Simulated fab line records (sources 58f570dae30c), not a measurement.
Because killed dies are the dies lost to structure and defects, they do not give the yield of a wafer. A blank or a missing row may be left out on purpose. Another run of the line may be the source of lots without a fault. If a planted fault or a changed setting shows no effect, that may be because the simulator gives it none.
Problem report, 8D (eight disciplines) form, completed by code + flow berkeleyCmos170 + the parts of the form that need people (team, actions taken, sign-off) are left out

## 1. THE PROBLEM
Wafers free of any fault read 0.0322 ohm/sq (standard deviation 0.00036) for M2_AL_RS at UCB170_M2_RS_MEAS_02, against a mean of 0.0238 ohm/sq on 6 wafers of 2 lots. Relative to the usual mean, that is a shift of -23 standard deviations.
The step: measures by four-point-probe.
Seen first at day 11 17:41 on filmMetro-03, wafer L955.1. At this step, 42 wafers from 14 lots have a number in the record. Rule for "out", or "out of limits": more than 4 standard deviations from the usual mean. The rest of the wafers with a number are treated as sound.

## 2. WHAT THIS IS AND IS NOT
| question                    | is                         | is not                                                                 |
|-----------------------------|----------------------------|------------------------------------------------------------------------|
| which readings at this step | M2_AL_RS                   | -                                                                      |
| which lots                  | L955, L956                 | L936, L940, L941, L942, L944, L945, L946, L947, L949, L950, L951, L953 |
| which wafers of those lots  | all that have a number     | -                                                                      |
| read on which gauges        | filmMetro-02, filmMetro-03 | filmMetro-04                                                           |
| when                        | from day 11 17:41          | up to then (36 sound wafers)                                           |

## 3. WHAT RULES OUT EACH SUSPECT
Counting: a tool stays on the suspect list if, at a process step up to the reading, it processed all lots that are out and no sound lot following the first of them.
- the gauge at UCB170_M2_RS_MEAS_02: ruled out. The wafers that are out were read on 2 gauges (filmMetro-02, filmMetro-03).
- pvdSputter-01 at UCB170_M2_SPUTTER_01 (material Al, target thk 900 nm, time 120 s): kept. All lots that are out passed through it, beginning with L955 at day 11 17:36, and no sound lot followed; its final sound lot before that point was L951 at day 10 13:23.
Left after counting: pvdSputter-01 at UCB170_M2_SPUTTER_01.

## 4. THE CAUSE (what the simulator had put in)
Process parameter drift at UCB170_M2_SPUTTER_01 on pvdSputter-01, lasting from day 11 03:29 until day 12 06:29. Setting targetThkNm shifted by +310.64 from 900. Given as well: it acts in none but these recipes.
Only this tool survived the counting.

## 5. THE CHAIN OF EFFECTS, in route order
Each row: a reading whose mean over the struck wafers that have a number lies more than 3 standard deviations from the usual. Only readings whose record carries a usual standard deviation are examined. hours: median over the lots of the time between each lot's start at the first step of this table that gives one and its start at this step. sigmas: the change, counted in usual standard deviations.
| hours | step                    | reading      | usual         | on struck wafers | change  | sigmas |
|-------|-------------------------|--------------|---------------|------------------|---------|--------|
| 0     | UCB170_M2_RS_MEAS_02    | M2_AL_RS     | 0.0322 ohm/sq | 0.0238           | -0.0084 | -23    |
| 0     | UCB170_M2_THK_MEAS_03   | M2_AL_THK    | 882 nm        | 1185             | +303    | +30    |
| 2     | UCB170_M2_METAL_ETCH_18 | oesProductAu | 0.857 a.u.    | 0.999            | +0.142  | +7.5   |
Here are the process steps it includes:
- UCB170_M2_METAL_ETCH_18: etches Al in Cl2/BCl3, stops on SiO2, target depth 1170 nm, time 195 s.
Later measuring or inspecting steps at which every struck wafer that the step has a row for has a number for every such reading, and none has moved that far: UCB170_M2_OVL_MEAS_16.

## 6. HOW IT WOULD HAVE BEEN CAUGHT EARLIER
14 hours passed between the start of the fault at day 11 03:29 and the first reading out of limits at a measuring or inspecting step in this record, taken at day 11 17:41.
No tool reading at UCB170_M2_SPUTTER_01 that has a usual standard deviation in the record was out on any struck wafer, so an alarm limit of 4 standard deviations on those readings would not have fired.
Among the 2 lots that are out, L956 began UCB170_M2_SPUTTER_01 on pvdSputter-01 after day 11 17:41. A tool hold placed at that time would have kept it from harm.
